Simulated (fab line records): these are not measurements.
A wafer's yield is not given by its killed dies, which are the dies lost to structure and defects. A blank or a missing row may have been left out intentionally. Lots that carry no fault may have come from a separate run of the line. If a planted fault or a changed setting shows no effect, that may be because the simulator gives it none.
Struck lot and sound lot, side by side -- flow ritCmos -- 14 steps out of a route of 202
Sound: these wafers, L170.1, L170.2, L170.3. Wafers struck: L167.2, L167.3, L167.5. The cause is given at the end.
At each step with rows: each side's tool, then ch and its chambers, then its first start. Under that, the readings that differ: sound wafers -- struck wafers -- difference of the means -- sigmas: that difference in standard deviations of wafers without a fault.
alike: a reading whose means differ by less than 2 such deviations, as well as words and numbers matching on both sides. not compared: withheld readings; readings where some wafer has no value; bounds like >300 that might hide an equal value; numbers whose values overlap and for which the record gives no deviation.
A row with sigmas, a row that says differs or no value, or rows on one side alone: a step with any of these is where the two part. Numbers that have no deviation but don't overlap get no sigmas and don't part them. A reading missing from all wafers of one side parts the sides only when that side holds two or more wafers.

first, 1 step without rows for these wafers: RIT_PWELL_DEVELOP_05 (develop time 68 s).
RIT_PWELL_OVL_MEAS_06:
  sound on overlay-01 at day 6 01:13; struck on overlay-02 at day 5 13:31
  alike: PWELL_OVL
then, 2 steps without rows for these wafers: RIT_PWELL_HARDBAKE_07 (time 120 s); RIT_PWELL_IMPLANT_08.
RIT_PWELL_STRIP_09: strips in O2, time 180 s.
  sound on plasmaAsher-04 ch 0,1, day 6 01:40; struck on plasmaAsher-03 ch 0,1, day 5 13:57
  alike: drypumpMotorCurrentA
  not compared: rfHoursCounterH
RIT_PWELL_TW_MEAS_10:
  sound on filmMetro-02 at day 6 01:50; struck on filmMetro-04 at day 5 14:08
  alike: PWELL_TW
then, 1 step without rows for these wafers: RIT_WELLDRIVE_ANNEAL_00 (time 14700 s).
RIT_WELLDRIVE_RS_MEAS_01: a four-point-probe measurement.
  sound on filmMetro-01 at day 6 08:16; struck on filmMetro-04 at day 5 19:34
  alike: NWELL_RS
RIT_WELLDRIVE_RS_MEAS_02: a four-point-probe measurement.
  sound on filmMetro-01 at day 6 08:23; struck on filmMetro-04 at day 5 19:41
  alike: PWELL_RS
then, 3 steps without rows for these wafers: RIT_NRETRO_HMDS_00 (prime time 60 s); RIT_NRETRO_COAT_01 (resist thk 1300 nm); RIT_NRETRO_SOFTBAKE_02 (time 60 s).
RIT_NRETRO_EXPOSE_03: exposes mask M4, target cd 43900 nm.
  sound on ilineStepper-02 ch 0, day 6 09:04; struck on ilineStepper-01, day 5 20:28
  no value came back on the struck wafers for exposureDoseMJCm2, focusOffsetNm (nm); on the sound wafers exposureDoseMJCm2 reads 249.95 249.87 249.92
  alike: mask
next, for these wafers, 1 step has no rows: RIT_NRETRO_PEB_04.

WHERE THEY PART
Only at RIT_NRETRO_EXPOSE_03, within this record.

WHY: whatever the simulator had introduced
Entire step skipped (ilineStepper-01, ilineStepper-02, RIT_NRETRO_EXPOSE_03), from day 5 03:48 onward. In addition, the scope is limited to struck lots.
